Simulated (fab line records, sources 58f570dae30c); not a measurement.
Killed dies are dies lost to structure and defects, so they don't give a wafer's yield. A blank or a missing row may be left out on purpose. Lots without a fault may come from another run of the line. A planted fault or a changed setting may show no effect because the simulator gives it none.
Split-lot experiment | flow berkeley_cmos170 | 5 lots, 23 wafers read, on a route of 331 steps

THE SPLIT
At UCB170_ZERO_ETCH_06 (etches SiO2 in CHF3/CF4/Ar, time 12 s), the setting over_etch_frac was moved away from the recipe's 1.58 on 8 of the 23 wafers read, by -24.0% to +23.2%. The other wafers ran this setting at the recipe's value.

The reading is taken at the split's own step.

THE READING
oes_product_au, in a.u., at UCB170_ZERO_ETCH_06 (etches SiO2 in CHF3/CF4/Ar, time 12 s). Fault-free wafers of this fab line usually give 0.620 a.u., standard deviation 0.012 a.u..

wafer  | tool, chamber at the split | over_etch_frac as run | against the recipe | oes_product_au, a.u. | against lot-mates on the recipe
L077.1 | rie_diel-03, 2             | 1.947                 | +23.2%             | 0.578                | -0.039
L077.2 | rie_diel-03, 1             | 1.947                 | +23.2%             | 0.588                | -0.029
L077.3 | rie_diel-03, 3             | 1.58                  | recipe             | 0.625                | -
L077.4 | rie_diel-03, 0             | 1.58                  | recipe             | 0.613                | -
L077.6 | rie_diel-03, 1             | 1.58                  | recipe             | 0.612                | -
L076.1 | rie_diel-04, 3             | 1.58                  | recipe             | 0.630                | -
L076.3 | rie_diel-04, 2             | 1.201                 | -24.0%             | 0.663                | +0.034
L076.4 | rie_diel-04, 3             | 1.58                  | recipe             | 0.627                | -
L076.5 | rie_diel-04, 1             | 1.201                 | -24.0%             | 0.668                | +0.039
L076.6 | rie_diel-04, 2             | 1.201                 | -24.0%             | 0.660                | +0.031
L079.2 | rie_diel-04, 2             | 1.84                  | +16.5%             | 0.604                | -0.021
L079.3 | rie_diel-04, 3             | 1.84                  | +16.5%             | 0.607                | -0.018
L079.4 | rie_diel-04, 0             | 1.84                  | +16.5%             | 0.614                | -0.011
L079.5 | rie_diel-04, 2             | 1.58                  | recipe             | 0.618                | -
L079.6 | rie_diel-04, 1             | 1.58                  | recipe             | 0.632                | -
L082.2 | rie_diel-03, 0             | 1.58                  | recipe             | 0.608                | -
L082.3 | rie_diel-03, 1             | 1.58                  | recipe             | 0.605                | -
L082.6 | rie_diel-03, 0             | 1.58                  | recipe             | 0.610                | -
L084.1 | rie_diel-04, 3             | 1.58                  | recipe             | 0.629                | -
L084.3 | rie_diel-04, 2             | 1.58                  | recipe             | 0.623                | -
L084.4 | rie_diel-04, 1             | 1.58                  | recipe             | 0.616                | -
L084.5 | rie_diel-04, 3             | 1.58                  | recipe             | 0.627                | -
L084.6 | rie_diel-04, 0             | 1.58                  | recipe             | 0.641                | -

THE FIT
A straight line over all 23 wafers: oes_product_au changes by -0.00152 a.u. for each +1% of over_etch_frac; r = -0.89; the points scatter about the line by 0.01 a.u..
The same after taking each lot's own level away (the mean of its wafers on the recipe; 23 wafers): -0.00137 a.u. for each +1%; r = -0.95; scatter 0.0062 a.u..
On that fit, the largest move of over_etch_frac shifts the reading by 0.033 a.u..
The lots' own levels span 0.6077 to 0.6285 a.u., that is 1.7 times the standard deviation above.
So the lot-to-lot level changes the slope: the two fits differ.
Check: with one of the wafers moved furthest among these (-24.0%) left out of the fit, the line predicts +0.0334 a.u. for it against its lot-mates. It came out at +0.0345 a.u. against them.
Tool readings at the split's step, against how far the setting was moved: oes_product_au r = -0.89.

THE FILE'S OWN FIT
oes_product_au changes by -0.00137 a.u. for each +1% of over_etch_frac, r = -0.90.
